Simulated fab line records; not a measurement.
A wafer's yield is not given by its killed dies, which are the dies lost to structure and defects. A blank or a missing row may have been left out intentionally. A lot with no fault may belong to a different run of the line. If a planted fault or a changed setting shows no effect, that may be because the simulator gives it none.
fab line records + flow ritCmos
record
- lots=15
- wafers=45
- lastDay=8
route steps=202 shown PSD@145 M1@202
lots that met no fault: from a run of the same line without faults
startH: the number of hours between the record's first day and the start of the first shown wafer of the lot + waitH: hours since the lot's step before + " same as the row above + L1.1+2: one row covering several wafers at once + - no value present, or no start provided + * or withheld: withheld + < > ~ a bound
route shown NAME@n: names a module that has steps shown in the file, with the first one's number in the route + usual: mean/standard deviation of fault-free wafers + same: alike in all rows + chamber/n: place in a boat + sites: readings site by site + _std_site: the values' standard deviation + _edge_site: mean of outer sites minus mean of inner sites + radiusMm: for every site, how far away it sits from the centre of the wafer + mask NAME#n: copy n + behind: the tool/chamber that last shaped the wafer + hold: the reason the lot was held/the length of the hold in hours/how it ended + device: names the non-switching transistor (n, p or np) + end of line: tests of these same wafers at the route's end + where a step has no rows: the recipe by itself + killed: count of dies lost to structure and defects at first sort (not the wafer's yield) + map: a wafer's dies, marking killed ones x, the rest . and places with no die _
set.NAME: the run value of the setting; set.NAME@STEP: its run value at that earlier step + model.NAME: the simulator's own value behind a step, which no gauge read
steps of the route over a sample of lots; a table a step, a row a wafer
services: the hour from which a tool's chamber was out of use, counted from the record's first day as startH (under 0 if before that day), plus the number of hours and why
## steps
# step RIT_PSD_EXPOSE_03
# recipe
- maskId=M10
- na=0.57
- targetCdNm=40900
- doseMj=250
# usual
- focusOffsetNm=0.1/0.49
| lot.wafer | tool            | chamber | startH | waitH | mask  | focusOffsetNm |
|-----------|-----------------|---------|--------|-------|-------|---------------|
| L249.1    | ilineStepper-01 | 0       | 50.39  | 0.2   | M10#0 | -0.9          |
| L249.2    | "               | 0       | "      | "     | M10#0 | 0.0           |
| L249.4    | "               | 0       | "      | "     | M10#0 | -1.6          |
| L250.3    | ilineStepper-01 | 0       | 60.11  | 0.1   | M10#0 | -0.3          |
| L250.4    | "               | 0       | "      | "     | M10#0 | -0.2          |
| L250.6    | "               | 0       | "      | "     | M10#0 | -0.4          |
| L251.1    | ilineStepper-01 | 0       | 62.65  | 0.1   | M10#0 | -0.5          |
| L251.3    | "               | 0       | "      | "     | M10#0 | 0.3           |
| L251.6    | "               | 0       | "      | "     | M10#0 | 0.8           |
| L252.2    | ilineStepper-01 | 0       | 65.89  | 0.1   | M10#0 | -0.4          |
| L252.4    | "               | 0       | "      | "     | M10#0 | 0.2           |
| L252.6    | "               | 0       | "      | "     | M10#0 | 0.0           |
| L253.1    | ilineStepper-01 | 0       | 73.56  | 0.1   | M10#0 | -0.1          |
| L253.5    | "               | 0       | "      | "     | M10#0 | 0.1           |
| L253.6    | "               | 0       | "      | "     | M10#0 | 0.8           |
| L254.1    | ilineStepper-01 | 0       | 82.89  | 0.1   | M10#0 | 0.0           |
| L254.5    | "               | 0       | "      | "     | M10#0 | -0.1          |
| L254.6    | "               | 0       | "      | "     | M10#0 | 0.5           |
| L255.3    | ilineStepper-01 | 0       | 85.08  | 0.1   | M10#0 | -0.1          |
| L255.5    | "               | 0       | "      | "     | M10#0 | 0.1           |
| L255.6    | "               | 0       | "      | "     | M10#0 | -0.5          |
| L256.1    | ilineStepper-02 | 0       | 87.87  | 0.3   | M10#0 | 0.3           |
| L256.3    | "               | 0       | "      | "     | M10#0 | -0.1          |
| L256.4    | "               | 0       | "      | "     | M10#0 | -0.7          |
| L257.2    | ilineStepper-01 | 0       | 95.49  | 0.2   | M10#0 | 0.2           |
| L257.4    | "               | 0       | "      | "     | M10#0 | 0.8           |
| L257.6    | "               | 0       | "      | "     | M10#0 | 0.1           |
| L260.2    | ilineStepper-02 | 0       | 110.46 | 0.1   | M10#0 | 0.5           |
| L260.4    | "               | 0       | "      | "     | M10#0 | 0.2           |
| L260.6    | "               | 0       | "      | "     | M10#0 | 0.2           |
| L261.1    | ilineStepper-02 | 0       | 119.84 | 0.1   | M10#0 | 0.1           |
| L261.2    | "               | 0       | "      | "     | M10#0 | 0.4           |
| L261.3    | "               | 0       | "      | "     | M10#0 | -0.1          |
| L262.1    | ilineStepper-01 | 0       | 127.26 | 0.2   | M10#0 | -0.3          |
| L262.2    | "               | 0       | "      | "     | M10#0 | -0.3          |
| L262.6    | "               | 0       | "      | "     | M10#0 | 0.2           |
| L265.1    | ilineStepper-02 | 0       | 156.24 | 0.1   | M10#0 | 0.0           |
| L265.3    | "               | 0       | "      | "     | M10#0 | 0.6           |
| L265.6    | "               | 0       | "      | "     | M10#0 | 0.9           |
| L267.1    | ilineStepper-01 | 0       | 170.55 | 7.3   | M10#0 | -0.8          |
| L267.4    | "               | 0       | "      | "     | M10#0 | 0.0           |
| L267.6    | "               | 0       | "      | "     | M10#0 | -0.3          |
| L268.2    | ilineStepper-01 | 0       | 170.69 | 0.5   | M10#0 | 1.1           |
| L268.3    | "               | 0       | "      | "     | M10#0 | 0.5           |
| L268.4    | "               | 0       | "      | "     | M10#0 | -0.9          |
# step RIT_PSD_OVL_MEAS_06
# usual
- PSD_OVL=-0.5/1.4
| lot.wafer | tool       | chamber | startH | waitH | PSD_OVL[nm] |
|-----------|------------|---------|--------|-------|-------------|
| L249.1    | overlay-01 | -       | 50.79  | -     | -2.5        |
| L249.2    | "          | -       | "      | "     | -2.4        |
| L249.4    | "          | -       | "      | "     | -1.3        |
| L250.3    | overlay-02 | -       | 60.48  | -     | -2.5        |
| L250.4    | "          | -       | "      | "     | -1.7        |
| L250.6    | "          | -       | "      | "     | -0.9        |
| L251.1    | overlay-01 | -       | 63.05  | -     | -2.1        |
| L251.3    | "          | -       | "      | "     | -2.0        |
| L251.6    | "          | -       | "      | "     | -1.7        |
| L252.2    | overlay-02 | -       | 66.50  | -     | 0.2         |
| L252.4    | "          | -       | "      | "     | 0.9         |
| L252.6    | "          | -       | "      | "     | -1.2        |
| L253.1    | overlay-01 | -       | 73.96  | -     | -0.6        |
| L253.5    | "          | -       | "      | "     | -2.1        |
| L253.6    | "          | -       | "      | "     | -1.2        |
| L254.1    | overlay-02 | -       | 83.29  | -     | 2.5         |
| L254.5    | "          | -       | "      | "     | -0.8        |
| L254.6    | "          | -       | "      | "     | 0.6         |
| L255.3    | overlay-02 | -       | 85.45  | -     | -0.2        |
| L255.5    | "          | -       | "      | "     | -1.0        |
| L255.6    | "          | -       | "      | "     | 0.0         |
| L256.1    | overlay-02 | -       | 88.27  | -     | 1.5         |
| L256.3    | "          | -       | "      | "     | 2.2         |
| L256.4    | "          | -       | "      | "     | 1.9         |
| L257.2    | overlay-02 | -       | 95.87  | -     | 0.2         |
| L257.4    | "          | -       | "      | "     | 0.1         |
| L257.6    | "          | -       | "      | "     | 1.7         |
| L260.2    | overlay-01 | -       | 110.86 | -     | 0.7         |
| L260.4    | "          | -       | "      | "     | -0.5        |
| L260.6    | "          | -       | "      | "     | -1.3        |
| L261.1    | overlay-02 | -       | 120.24 | -     | 0.0         |
| L261.2    | "          | -       | "      | "     | -0.2        |
| L261.3    | "          | -       | "      | "     | -3.6        |
| L262.1    | overlay-02 | -       | 127.66 | -     | 130.4       |
| L262.2    | "          | -       | "      | "     | 131.7       |
| L262.6    | "          | -       | "      | "     | 129.8       |
| L265.1    | overlay-02 | -       | 156.67 | -     | 0.3         |
| L265.3    | "          | -       | "      | "     | 0.4         |
| L265.6    | "          | -       | "      | "     | -0.6        |
| L267.1    | overlay-01 | -       | 171.05 | -     | 129.8       |
| L267.4    | "          | -       | "      | "     | 128.2       |
| L267.6    | "          | -       | "      | "     | 129.0       |
| L268.2    | overlay-02 | -       | 171.18 | -     | 130.2       |
| L268.3    | "          | -       | "      | "     | 130.3       |
| L268.4    | "          | -       | "      | "     | 130.3       |
# step RIT_M1_PROBE_99
# usual
- killed_at_M0_to_M3=0.0/0.14
- killedAtContacts=0.1/0.3
- killedAtFrontEnd=7/3.1
- killedDies=7/3.1
- killedOpen=3.8/2.3
- killedShort=3.2/1.9
# same
- grossDies=264
- killed_at_M4_up=0
- killedAtBackSide=0
- killedAtOther=0
| lot.wafer | tool      | chamber | startH | waitH | killed_at_M0_to_M3 | killedAtContacts | killedAtFrontEnd | killedDies | killedOpen | killedShort |
|-----------|-----------|---------|--------|-------|--------------------|------------------|------------------|------------|------------|-------------|
| L267.1    | prober-02 | -       | 180.39 | 0.1   | 0                  | 0                | 11               | 11         | 6          | 5           |
| L267.4    | prober-02 | -       | 180.54 | 0.2   | 0                  | 0                | 8                | 8          | 3          | 5           |
| L267.6    | prober-02 | -       | 180.64 | 0.2   | 0                  | 0                | 6                | 6          | 0          | 6           |
# killed by level:class
L267.1 FOX1:geometricParticle:open=2 REOX:geometricParticle:open=2 FOX1:geometricParticle:short=1 FOX2:geometricParticle:short=1 REOX:geometricParticle:short=1 SPACER:geometricParticle:short=1 SPACER:geometricParticle:open=1 SILICIDE:geometricParticle:open=1
L267.4 REOX:geometricParticle:short=2 FOX1:geometricParticle:short=1 FOX2:geometricParticle:short=1 FOX2:geometricParticle:open=1 GATE:geometricParticle:open=1 REOX:geometricParticle:open=1 SILICIDE:geometricParticle:short=1
L267.6 FOX1:geometricParticle:short=2 FOX2:geometricParticle:short=1 GATE:geometricParticle:short=1 SPACER:geometricParticle:short=1 SILICIDE:geometricParticle:short=1
## services
| tool            | chamber | startH | hours | kind        |
|-----------------|---------|--------|-------|-------------|
| ilineStepper-02 | -       | 50.85  | 2.2   | repair      |
| ilineStepper-01 | -       | 63.44  | 1.7   | pm          |
| ilineStepper-02 | -       | 71.24  | 4.4   | pm          |
| ilineStepper-01 | 0       | 114.00 | -     | calibration |
| ilineStepper-02 | -       | 117.42 | 1.7   | pm          |
## key
firstSign
- step=RIT_PSD_OVL_MEAS_06
- reading=PSD_OVL
- direction=up
- sigmas=92
- usual=-0.5
- struck=130.0
effect none on later readings
metAt RIT_PSD_EXPOSE_03
struckLots L262,L267,L268
testerLeftOut L262,L267,L268
onsetBetween 95.49 127.26
fault
- kind=scannerMatchingOverlay
- tool=ilineStepper-01
- chamber=-
- onsetH=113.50
- steps=RIT_PSD_EXPOSE_03
- offset=130
# testerLeftOut: of these lots the tester's yield and bins aren't shown, on N5 and GAA mostly nor the transistor test; their killed dies are dies lost to structure and defects alone, not to doping, threshold or leakage, so they don't give the yield
